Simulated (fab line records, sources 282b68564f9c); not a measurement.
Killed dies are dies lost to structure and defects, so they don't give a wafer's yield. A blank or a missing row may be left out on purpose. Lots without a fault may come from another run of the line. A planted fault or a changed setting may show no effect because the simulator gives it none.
A struck lot beside a sound one | flow rit_cmos | 15 steps out of a route of 202
Sound: wafers L561.3, L561.5, L561.6. Struck: wafers L562.1, L562.4, L562.5. The cause comes at the end.
At each step with rows: each side's tool, then ch and its chambers, then its first start. Under that, the readings that differ: sound wafers | struck wafers | difference of the means | sigmas: that difference in standard deviations of wafers without a fault.
alike: readings whose means differ by less than 2 such deviations, and words and numbers that are the same on both sides. not compared: withheld readings, readings that some wafer has no value for, bounds like >300 that may hide the same value, and numbers for which the record gives no deviation and whose values overlap.
The two part at a step that has a row with sigmas, a row that says differs or no value, or rows on one side only. Numbers that don't overlap but have no deviation are shown without sigmas and don't part them. A reading that every wafer of one side lacks parts them only if that side has two wafers or more.

first, 2 steps without rows for these wafers: RIT_NRETRO_PEB_04; RIT_NRETRO_DEVELOP_05 (develop time 68 s).
RIT_NRETRO_OVL_MEAS_06:
  sound on overlay-01, day 4 23:18; struck on overlay-02, day 5 04:22
  alike: NRETRO_OVL
then, 2 steps without rows for these wafers: RIT_NRETRO_HARDBAKE_07 (time 120 s); RIT_NRETRO_IMPLANT_08.
RIT_NRETRO_STRIP_09: strips in O2, time 180 s.
  sound on plasma_asher-04 ch 0,1, day 4 23:47; struck on plasma_asher-02 ch 1, day 5 04:48
  alike: drypump_motor_current_A
  not compared: rf_hours_counter_h
RIT_NRETRO_TW_MEAS_10:
  sound on film_metro-04, day 4 23:55; struck on film_metro-01, day 5 04:59
  alike: NRETRO_TW
then, 5 steps without rows for these wafers: RIT_PRETRO_HMDS_00 (prime time 60 s); RIT_PRETRO_COAT_01 (resist thk 1300 nm); RIT_PRETRO_SOFTBAKE_02 (time 60 s); RIT_PRETRO_EXPOSE_03 (exposes mask M5, target cd 43700 nm); RIT_PRETRO_PEB_04.
RIT_PRETRO_DEVELOP_05: develop time 68 s.
  sound on litho_track-02 ch 0, day 5 00:00; struck on litho_track-01 ch 0, day 5 05:00
  reading              | sound             | struck            | difference | sigmas
  developer_temp_C (C) | 23.05 23.12 23.17 | 25.26 25.19 25.21 | +2.11      | +21
RIT_PRETRO_OVL_MEAS_06:
  sound on overlay-02, day 5 00:51; struck on overlay-01, day 5 06:02
  alike: PRETRO_OVL
RIT_M1_PROBE_99:
  sound on prober-01, day 6 06:56; struck on prober-02, day 6 10:39
  alike: killed_at_contacts, killed_at_front_end, killed_dies, killed_open, killed_short

WHERE THEY PART
Only at RIT_PRETRO_DEVELOP_05, within this record. Later steps at which nothing parts them and some readings are alike: RIT_PRETRO_OVL_MEAS_06, RIT_M1_PROBE_99.

WHY: what the simulator had put in
Process parameter drift: litho_track-01, from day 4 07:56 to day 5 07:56, at RIT_PRETRO_DEVELOP_05. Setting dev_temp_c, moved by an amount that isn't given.
